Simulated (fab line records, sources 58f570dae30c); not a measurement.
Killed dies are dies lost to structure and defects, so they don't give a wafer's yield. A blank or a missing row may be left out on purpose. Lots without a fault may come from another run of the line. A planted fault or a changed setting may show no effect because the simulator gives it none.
Which tool did it? | flow berkeley_cmos170 | 13 lots, 39 wafers sampled, at 6 steps of a route of 331

WHAT THE GAUGES READ, wafer by wafer
UCB170_GATE_THK_MEAS_05. Usual: GATE_POLY_THK 213.1 nm, standard deviation 2.5.
lot  | measured     | on            | GATE_POLY_THK (nm) | flag
L290 | day 6 03:30  | film_metro-03 | 212.2 211.4 211.1  |
L291 | day 6 03:38  | film_metro-03 | 213.8 215.4 214.1  |
L292 | day 6 07:25  | film_metro-02 | 213.7 214.5 214.1  |
L293 | day 6 11:14  | film_metro-02 | 212.1 211.7 213.0  |
L294 | day 6 11:15  | film_metro-03 | 210.9 211.8 211.3  |
L295 | day 7 14:40  | film_metro-01 | 215.7 214.2 213.8  |
L296 | day 7 14:44  | film_metro-01 | 214.4 214.7 214.9  |
L297 | day 7 14:41  | film_metro-03 | 213.2 213.3 214.1  |
L298 | day 7 14:41  | film_metro-02 | 215.6 214.9 214.2  |
L300 | day 7 21:51  | film_metro-02 | 44.9 45.2 44.7     | OFF
L301 | day 8 06:42  | film_metro-01 | 47.9 45.6 47.5     | OFF
L302 | day 8 06:44  | film_metro-03 | 47.5 48.3 45.0     | OFF
L312 | day 10 16:45 | film_metro-03 | 209.0 211.2 209.1  |

UCB170_M1_THK_MEAS_02: measures by xrf. Usual: M1_AL_THK 601 nm, standard deviation 7.7.
lot  | measured     | on            | M1_AL_THK (nm) | flag
L290 | day 7 09:05  | film_metro-04 | 601 605 601    |
L291 | day 7 08:44  | film_metro-02 | 605 599 601    |
L292 | day 7 08:58  | film_metro-03 | 606 600 602    |
L293 | day 7 14:52  | film_metro-03 | 602 606 597    |
L294 | day 7 15:02  | film_metro-02 | 590 594 596    |
L295 | day 8 19:37  | film_metro-02 | 602 596 601    |
L296 | day 8 19:16  | film_metro-03 | 604 603 611    |
L297 | day 8 18:45  | film_metro-03 | 597 599 597    |
L298 | day 8 18:55  | film_metro-04 | 605 604 615    |
L300 | day 8 19:26  | film_metro-04 | 602 601 614    |
L301 | day 9 07:23  | film_metro-03 | 592 593 592    |
L302 | day 9 07:37  | film_metro-02 | 590 591 584    |
L312 | day 11 15:02 | film_metro-03 | 599 597 608    |

UCB170_M2_OVL_MEAS_16. Usual: M2_OVL 0 nm, standard deviation 5.7.
lot  | measured     | on         | M2_OVL (nm) | flag
L290 | day 7 21:11  | overlay-02 | -4 7 11     |
L291 | day 7 21:00  | overlay-01 | 12 12 17    |
L292 | day 7 20:54  | overlay-02 | -2 5 -3     |
L293 | day 8 04:08  | overlay-02 | -9 -3 -12   |
L294 | day 8 03:48  | overlay-01 | 0 15 4      |
L295 | day 9 06:57  | overlay-02 | 1 -6 3      |
L296 | day 9 06:41  | overlay-02 | -1 -3 3     |
L297 | day 9 05:20  | overlay-01 | -13 -6 -3   |
L298 | day 9 05:31  | overlay-01 | -12 -3 -5   |
L300 | day 9 07:25  | overlay-01 | -1 1 -4     |
L301 | day 9 18:56  | overlay-01 | 8 0 10      |
L302 | day 9 19:14  | overlay-01 | 6 2 4       |
L312 | day 12 04:15 | overlay-01 | -2 8 -1     |

WHICH TOOL RAN EACH LOT (tool, then ch and the chambers of the sampled wafers, then the start)
lot  | UCB170_GATE_CVD_04          | UCB170_GATE_ETCH_15             | UCB170_CONTACT_ETCH_17
L290 | lpcvd-02 ch 0, day 6 01:24  | rie_si-01 ch 1,2,3, day 6 04:46 | rie_diel-03 ch 1,2,3, day 7 08:19
L291 | lpcvd-02 ch 1, day 6 01:24  | rie_si-01 ch 0,1,2, day 6 05:29 | rie_diel-02 ch 0,2, day 7 07:55
L292 | lpcvd-01 ch 0, day 6 06:01  | rie_si-01 ch 0,1,2, day 6 08:31 | rie_diel-04 ch 0,1,2, day 7 08:11
L293 | lpcvd-02 ch 1, day 6 09:08  | rie_si-02 ch 0,1,3, day 6 12:28 | rie_diel-03 ch 2,3, day 7 14:08
L294 | lpcvd-02 ch 0, day 6 09:08  | rie_si-01 ch 0,1,2, day 6 12:42 | rie_diel-02 ch 0,1, day 7 14:15
L295 | lpcvd-01 ch 1, day 7 13:16  | rie_si-02 ch 0,1,2, day 7 16:06 | rie_diel-02 ch 0,3, day 8 18:46
L296 | lpcvd-01 ch 1, day 7 13:16  | rie_si-01 ch 0,1, day 7 16:55   | rie_diel-04 ch 0,1,3, day 8 18:26
L297 | lpcvd-01 ch 0, day 7 13:16  | rie_si-01 ch 2,3, day 7 16:22   | rie_diel-04 ch 0,1,2, day 8 17:59
L298 | lpcvd-01 ch 0, day 7 13:16  | rie_si-02 ch 1,2, day 7 16:39   | rie_diel-03 ch 1,2,3, day 8 18:01
L300 | lpcvd-01 ch 0, day 7 20:27  | rie_si-01 ch 1,2, day 7 22:57   | rie_diel-03 ch 1,3, day 8 18:34
L301 | lpcvd-01 ch 1, day 8 05:17  | rie_si-02 ch 0,1,3, day 8 07:47 | rie_diel-03 ch 1,2, day 9 06:32
L302 | lpcvd-01 ch 0, day 8 05:17  | rie_si-01 ch 0,3, day 8 08:15   | rie_diel-04 ch 0,1, day 9 06:50
L312 | lpcvd-02 ch 0, day 10 14:39 | rie_si-02 ch 0,2, day 10 18:23  | rie_diel-04 ch 0,2,3, day 11 14:05
- UCB170_GATE_CVD_04: deposits poly-Si from SiH4, time 1440 s, target thk 214 nm.
- UCB170_GATE_ETCH_15: etches poly-Si in HBr/Cl2, stops on SiO2, time 56.3 s, target depth 278.2 nm.
- UCB170_CONTACT_ETCH_17: etches BARC in N2/H2.

WHAT THE TOOLS THEMSELVES READ (means of the sampled wafers that have a number; where no wafer has one, the mark that the record gives instead)
UCB170_GATE_CVD_04. Usual: spike_tc_centre_C 612.0 C, standard deviation 1.1; spike_tc_load_C 629.7 C, standard deviation 2.8; spike_tc_source_C 632.0 C, standard deviation 2.1; susceptor_temp_C 610.03 C, standard deviation 0.3; zone_power_centre_pct 28.2 %, standard deviation 0.72; zone_power_source_pct 10.8 %, standard deviation 0.46.
lot  | tool     | spike_tc_centre_C (C) | spike_tc_load_C (C) | spike_tc_source_C (C) | susceptor_temp_C (C) | zone_power_centre_pct (%) | zone_power_source_pct (%) | flag
L290 | lpcvd-02 | 612.4                 | 626.9               | 632.6                 | 609.97               | 27.4                      | 10.4                      |
L291 | lpcvd-02 | 611.9                 | 633.1               | 634.3                 | 610.18               | 28.9                      | 10.3                      |
L292 | lpcvd-01 | 611.4                 | 627.1               | 629.5                 | 610.37               | 28.5                      | 11.2                      |
L293 | lpcvd-02 | 610.9                 | 634.1               | 634.4                 | 609.78               | 29.3                      | 10.3                      |
L294 | lpcvd-02 | 613.2                 | 628.8               | 631.7                 | 610.23               | 27.6                      | 10.4                      |
L295 | lpcvd-01 | 610.9                 | 628.6               | 633.3                 | 610.44               | 27.1                      | 11.5                      |
L296 | lpcvd-01 | 611.0                 | 628.7               | 633.6                 | 610.21               | 27.5                      | 11.5                      |
L297 | lpcvd-01 | 612.6                 | 628.6               | 630.2                 | 610.13               | 28.2                      | 11.3                      |
L298 | lpcvd-01 | 612.2                 | 629.2               | 629.4                 | 609.79               | 28.4                      | 11.2                      |
L300 | lpcvd-01 | 553.6                 | 566.0               | 570.0                 | 550.58               | 25.2                      | 9.2                       | OFF
L301 | lpcvd-01 | 551.8                 | 568.1               | 574.1                 | 550.19               | 24.4                      | 9.6                       | OFF
L302 | lpcvd-01 | 553.0                 | 566.7               | 569.4                 | 550.50               | 25.4                      | 9.2                       | OFF
L312 | lpcvd-02 | 612.5                 | 627.7               | 631.1                 | 610.20               | 27.4                      | 10.3                      |

UCB170_GATE_ETCH_15. Usual: drypump_motor_current_A 5.8 A, standard deviation 0.31; oes_product_au 0.823 a.u., standard deviation 0.015; throttle_valve_pct 26.52 %, standard deviation 0.24.
lot  | tool      | drypump_motor_current_A (A) | oes_product_au (a.u.) | throttle_valve_pct (%) | flag
L290 | rie_si-01 | 5.6                         | 0.832                 | 26.72                  |
L291 | rie_si-01 | 5.7                         | 0.833                 | 26.63                  |
L292 | rie_si-01 | 5.6                         | 0.836                 | 26.64                  |
L293 | rie_si-02 | 6.2                         | 0.811                 | 26.40                  |
L294 | rie_si-01 | 5.6                         | 0.826                 | 26.64                  |
L295 | rie_si-02 | 5.9                         | 0.822                 | 26.50                  |
L296 | rie_si-01 | 5.8                         | 0.831                 | 26.54                  |
L297 | rie_si-01 | 5.6                         | 0.831                 | 26.79                  |
L298 | rie_si-02 | 6.0                         | 0.831                 | 26.65                  |
L300 | rie_si-01 | 5.5                         | 0.395                 | 26.74                  | OFF
L301 | rie_si-02 | 6.1                         | 0.395                 | 26.39                  | OFF
L302 | rie_si-01 | 5.8                         | 0.395                 | 26.70                  | OFF
L312 | rie_si-02 | 5.8                         | 0.804                 | 26.33                  |

UCB170_CONTACT_ETCH_17. Usual: drypump_motor_current_A 5.7 A, standard deviation 0.63; oes_product_au 0.997 a.u., standard deviation 0.02; throttle_valve_pct 13.29 %, standard deviation 0.12.
lot  | tool        | drypump_motor_current_A (A) | oes_product_au (a.u.) | throttle_valve_pct (%) | flag
L290 | rie_diel-03 | 5.3                         | 1.008                 | 13.33                  |
L291 | rie_diel-02 | 5.4                         | 1.019                 | 13.34                  |
L292 | rie_diel-04 | 6.3                         | 0.990                 | 13.27                  |
L293 | rie_diel-03 | 5.1                         | 1.011                 | 13.43                  |
L294 | rie_diel-02 | 5.7                         | 1.005                 | 13.38                  |
L295 | rie_diel-02 | 5.2                         | 1.002                 | 13.26                  |
L296 | rie_diel-04 | 6.4                         | 0.998                 | 13.23                  |
L297 | rie_diel-04 | 6.3                         | 0.991                 | 13.26                  |
L298 | rie_diel-03 | 5.2                         | 1.011                 | 13.34                  |
L300 | rie_diel-03 | 5.6                         | 1.021                 | 13.34                  |
L301 | rie_diel-03 | 5.4                         | 0.996                 | 13.23                  |
L302 | rie_diel-04 | 6.2                         | 0.994                 | 13.23                  |
L312 | rie_diel-04 | 6.2                         | 0.974                 | 13.28                  |

THE ANSWER, worked out from the rows above alone
Rule: a lot is off if the mean of its wafers that have a number lies more than 3 standard deviations from the usual mean. A lot without any number at a reading at which 4 lots or more have one is off too. The other lots that the step has rows for count as sound. The gauges are gone through in route order, then the tools' own readings, and for those a lot's mean is taken as printed above. The first step at which some lot is off is used, and at that step the reading that is off furthest; a lot without a number counts as furthest.
Off: L300, L301, L302, at UCB170_GATE_THK_MEAS_05 (GATE_POLY_THK).
A tool fits if, at a process step before that reading, it ran every lot that is off, and no sound lot after the first of them. The gauges at UCB170_GATE_THK_MEAS_05 aren't tried: what is off there is off at UCB170_GATE_CVD_04 too, on other tools, and a gauge's error can't cause that. One fits: lpcvd-01 at UCB170_GATE_CVD_04. Its last sound lot is L295 (day 7 13:16), its first lot that is off L300 (day 7 20:27): a fault that began between those two fits.
The tool's own readings at UCB170_GATE_CVD_04 bear it out: on the lots that are off they differ by more than 5 times the standard deviation of the sound lots' means. spike_tc_centre_C reads 552.8 C there against 611.9 C on the sound lots; spike_tc_load_C reads 566.9 C there against 629.3 C on the sound lots; spike_tc_source_C reads 571.2 C there against 632.0 C on the sound lots; susceptor_temp_C reads 550.42 C there against 610.13 C on the sound lots.

WHAT THE SIMULATOR HAD PUT IN
Process parameter drift: lpcvd-01, from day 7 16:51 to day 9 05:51, at UCB170_GATE_CVD_04. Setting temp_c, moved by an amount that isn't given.
Lots struck among those shown: L300, L301, L302. The rule above found the same.
